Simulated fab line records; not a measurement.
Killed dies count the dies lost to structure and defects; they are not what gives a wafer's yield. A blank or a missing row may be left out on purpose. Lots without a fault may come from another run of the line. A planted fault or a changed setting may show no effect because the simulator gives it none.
What tool caused it?    flow rit cmos    13 lots, 39 wafers sampled, at 4 steps of a route of 202

## WHAT THE GAUGES READ, wafer by wafer
RIT_NWELL_OVL_MEAS_06. Usual: NWELL_OVL gives -0.4 nm (standard deviation 1.3).
lot   measured     on          NWELL_OVL (nm)  flag
L678  day 2 02:51  overlay-02  -1.3 1.3 0.0    
L681  day 2 19:04  overlay-01  -1.7 -1.9 1.1   
L683  day 3 08:29  overlay-02  0.9 -0.3 1.2    
L684  day 3 11:07  overlay-02  - - -           OFF
L686  day 3 23:01  overlay-02  -1.5 0.7 -1.2   
L690  day 4 16:13  overlay-01  -0.4 0.6 -1.0   
L694  day 5 13:37  overlay-01  0.9 -1.8 -0.8   
L695  day 5 20:55  overlay-02  1.1 -2.1 2.0    
L696  day 6 02:17  overlay-01  -0.5 -1.4 -0.3  
L697  day 6 08:26  overlay-01  0.7 1.7 -0.8    
L698  day 6 13:58  overlay-02  -2.9 -0.5 -2.4  
L699  day 6 18:58  overlay-01  -1.2 -0.8 -1.2  
L700  day 7 03:23  overlay-01  -0.4 -0.4 0.2   

RIT_NWELL_TW_MEAS_10. Usual: NWELL_TW gives 2149 (standard deviation 30).
lot   measured     on             NWELL_TW        flag
L678  day 2 03:28  film metro-03  2178 2168 2183  
L681  day 2 19:40  film metro-03  2165 2181 2171  
L683  day 3 09:06  film metro-03  2157 2171 2164  
L684  day 3 11:43  film metro-02  30 30 30        OFF
L686  day 3 23:37  film metro-03  2163 2161 2168  
L690  day 4 16:49  film metro-02  2149 2161 2148  
L694  day 5 14:14  film metro-01  2105 2099 2113  
L695  day 5 21:32  film metro-03  2164 2168 2170  
L696  day 6 02:55  film metro-03  2181 2177 2175  
L697  day 6 09:03  film metro-03  2182 2175 2179  
L698  day 6 14:35  film metro-03  2194 2190 2174  
L699  day 6 19:34  film metro-03  2180 2177 2186  
L700  day 7 04:01  film metro-01  2105 2113 2094  

RIT_PWELL_TW_MEAS_10. Usual: PWELL_TW gives 949 (standard deviation 12).
lot   measured     on             PWELL_TW        flag
L678  day 2 05:13  film metro-03  966 970 962     
L681  day 2 21:21  film metro-02  948 941 945     
L683  day 3 10:39  film metro-01  931 931 931     
L684  day 3 13:24  film metro-02  2191 2188 2184  OFF
L686  day 4 01:20  film metro-01  936 938 937     
L690  day 4 18:29  film metro-01  933 933 935     
L694  day 5 15:55  film metro-02  952 954 949     
L695  day 5 23:05  film metro-03  961 966 956     
L696  day 6 04:28  film metro-03  966 965 963     
L697  day 6 10:36  film metro-01  944 941 937     
L698  day 6 16:08  film metro-01  939 942 928     
L699  day 6 21:15  film metro-03  968 962 967     
L700  day 7 05:34  film metro-01  933 937 931     

## WHICH TOOL RAN EACH LOT (tool, then ch and the chambers of the sampled wafers, then the start)
lot   RIT_NWELL_EXPOSE_03
L678  iline stepper-02 ch 0, day 2 02:26
L681  iline stepper-01 ch 0, day 2 18:38
L683  iline stepper-01 ch 0, day 3 08:05
L684  iline stepper-02 ch 0, day 3 10:41
L686  iline stepper-02 ch 0, day 3 22:35
L690  iline stepper-01 ch 0, day 4 15:47
L694  iline stepper-02 ch 0, day 5 13:13
L695  iline stepper-01 ch 0, day 5 20:30
L696  iline stepper-01 ch 0, day 6 01:53
L697  iline stepper-02 ch 0, day 6 08:01
L698  iline stepper-02 ch 0, day 6 13:33
L699  iline stepper-01 ch 0, day 6 18:32
L700  iline stepper-02 ch 0, day 7 02:59
- RIT_NWELL_EXPOSE_03: exposes mask M2, target cd 43900 nm.

## WHAT THE TOOLS THEMSELVES READ (means of the sampled wafers that have a number; where no wafer has one, the mark that the record gives instead)
The record holds no such reading with a usual standard deviation.

## THE ANSWER, worked out from the rows above alone
Rule: a lot is off if the mean of its wafers that have a number lies more than 3 standard deviations from the usual mean. A lot without any number at a reading at which 4 lots or more have one is off too. Any other lot the step has rows for is counted as sound. After the gauges, taken in route order, come the tools' own readings; for these a lot's mean is taken, as printed above. The first step at which some lot is off is used, and at that step the reading that is off furthest; a lot without a number counts as furthest.
Off: L684, at RIT_NWELL_OVL_MEAS_06 (NWELL_OVL). Without a number there: L684.
If a tool, at a process step before that reading, ran all the lots that are off and no sound lot after the first of them, it fits. Not tried: the gauges at RIT_NWELL_OVL_MEAS_06; whatever is off there is also off at RIT_NWELL_TW_MEAS_10, on other tools, and gauge error can't account for it. None of those tried fits.

## WHAT THE SIMULATOR HAD INSERTED
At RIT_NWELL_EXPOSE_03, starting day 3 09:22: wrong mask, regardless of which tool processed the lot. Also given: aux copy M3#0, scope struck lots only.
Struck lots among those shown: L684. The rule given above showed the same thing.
